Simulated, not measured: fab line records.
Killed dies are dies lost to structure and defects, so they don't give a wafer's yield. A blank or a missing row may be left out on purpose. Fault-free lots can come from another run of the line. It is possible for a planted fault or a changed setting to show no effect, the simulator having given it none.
The same fault as seen by 2 desks ; flow berkeley-cmos170 ; only its own numbers are on each desk; what lay behind them is given at the end

## AT THE METROLOGY DESK
Means of the sampled wafers that have a number, per lot and without regard to the tool the lot ran on: this is what the gauges read. A lot is out of limits, marked OUT, if its mean lies more than 4 standard deviations from the usual mean; the brackets give that distance.
Columns: A = cd-nm at UCB170_GATE_CD_MEAS_12, usual 350.5 nm; B = PLDD_RS at UCB170_SDANNEAL_RS_MEAS_04, usual 1032.3 ohm/sq
lot;first seen here;A;B
L324;day 6 19:49;347.9;1030.6
L329;day 7 13:48;350.9;1028.8
L328;day 7 13:59;351.6;1032.3
L332;day 7 19:29;350.2;1029.4
L333;day 7 20:30;348.4;1036.5
L335;day 8 09:17;352.0;1034.7
L338;day 9 08:02;350.9;1032.9
L341;day 9 08:42;351.5;1030.3
L340;day 9 08:45;348.6;1030.6
L339;day 9 09:00;352.5;1031.8
L344;day 10 04:23;350.8;1031.5
L343;day 10 04:46;349.8;1034.4
L346;day 10 15:09;349.5;1037.1
L347;day 10 22:06;350.5;1031.5
This desk found nothing out of limits on any of the 14 lots.

## DESK OF THE TOOL OWNER: wet-bench-02
The tool's own readings at UCB170_NSD_CLEAN_11 (cleans in SPM, time 600 s): means of the sampled wafers that have a number, for each lot that ran on this tool. A lot is out of limits, marked OUT, if its mean lies more than 4 standard deviations from the usual mean; the brackets give that distance.
Columns: A = bath-guard-temp-C at UCB170_NSD_CLEAN_11, usual 120.2 C; B = bath-heat-duty-pct at UCB170_NSD_CLEAN_11, usual 14.1 %
lot;first seen here;A;B
L338;day 10 00:26;120.9;13.0
L340;day 10 01:14;119.8;15.5
L341;day 10 01:14;120.6;13.5
L339;day 10 01:46;119.7;15.1
L346;day 11 06:33;119.9;12.9
This desk found nothing out of limits on any of the 5 lots.

## ALL TOGETHER
From the metrology desk's view, nothing was out of limits.
Nothing out of limits was seen by the tool owner's desk.

## WHAT THE SIMULATOR PUT IN
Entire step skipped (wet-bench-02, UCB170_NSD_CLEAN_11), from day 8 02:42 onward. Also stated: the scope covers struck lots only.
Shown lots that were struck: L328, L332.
